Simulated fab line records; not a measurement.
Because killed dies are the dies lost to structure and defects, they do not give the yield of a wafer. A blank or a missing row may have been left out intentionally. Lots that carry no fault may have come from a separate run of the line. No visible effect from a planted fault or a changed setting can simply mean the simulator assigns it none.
Problem report in the 8D (eight disciplines) form, filled by code / flow rit_cmos / the parts of the form that need people (team, actions taken, sign-off) are left out

== 1. PROBLEM STATEMENT ==
cd_nm at RIT_CONTACT_CD_MEAS_08 reads a mean of 944.5 nm on 6 wafers of 2 lots; wafers without a fault read 1000.0 nm with a standard deviation of 2.9. That is -19 standard deviations from the usual mean.
The step: target cd 1000 nm.
The first sign was on wafer L979.2 at day 5 21:38, on cd_sem-02. At this step, 42 wafers from 14 lots have a number in the record. By rule, "out" or "out of limits" means more than 4 standard deviations away from the usual mean. The other wafers with a number count as sound.

== 2. WHAT IT IS AND WHAT IT IS NOT ==
question=which readings at this step | is=cd_nm | is not=-
question=which lots | is=L979, L981 | is not=L966, L967, L968, L970, L971, L972, L973, L974, L982, L985, L986, L988
question=which wafers of those lots | is=all that have a number | is not=-
question=read on which gauges | is=cd_sem-02 | is not=cd_sem-01
question=when | is=from day 5 21:38 | is not=up to then (24 sound wafers); but 12 sound wafers of L982, L985, L986, L988 came after

== 3. SUSPECTS, AND WHAT RULES EACH OUT ==
Counting: a tool stays on the suspect list if, at a process step up to the reading, it processed all lots that are out and no sound lot following the first of them.
- the gauge at RIT_CONTACT_CD_MEAS_08: kept. All the wafers that are out were read on cd_sem-02, and no step on other tools shows them out.
- litho_track-01 at RIT_CONTACT_DEVELOP_07 (develop time 120 s): kept. All lots that are out passed through it, beginning with L979 at day 5 21:00, and no sound lot followed; its final sound lot before that point was L973 at day 4 13:00.
Left after counting: litho_track-01 at RIT_CONTACT_DEVELOP_07, cd_sem-02 at RIT_CONTACT_CD_MEAS_08.

== 4. THE CAUSE (what the simulator had put in) ==
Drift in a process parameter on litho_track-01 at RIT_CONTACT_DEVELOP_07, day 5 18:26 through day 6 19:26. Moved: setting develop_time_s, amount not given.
Counting leaves 2 suspects; this tool is one of them.

== 5. THE EFFECT CHAIN, in route order ==
Rows list readings where the struck wafers' mean (over those with a number) sits beyond 3 standard deviations from the usual. Only readings for which the record gives a usual standard deviation are gone through. hours: the time from each lot's start at the first step in this table that gives one to its start at this step, as a median over the lots. sigmas: the change in usual standard deviations.
hours=0; step=RIT_CONTACT_CD_MEAS_08; reading=cd_nm; usual=1000.0 nm; on struck wafers=944.5; change=-55.5; sigmas=-19

== 6. HOW IT WOULD HAVE BEEN CAUGHT EARLIER ==
Counted from the fault's start at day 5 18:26, it took 3 hours until the first out-of-limits reading at a measuring or inspecting step in this record, taken at day 5 21:38.
Lots out: 2; of these, L981 started RIT_CONTACT_DEVELOP_07 on litho_track-01 after day 5 21:38. A hold on the tool at that time would have spared it.
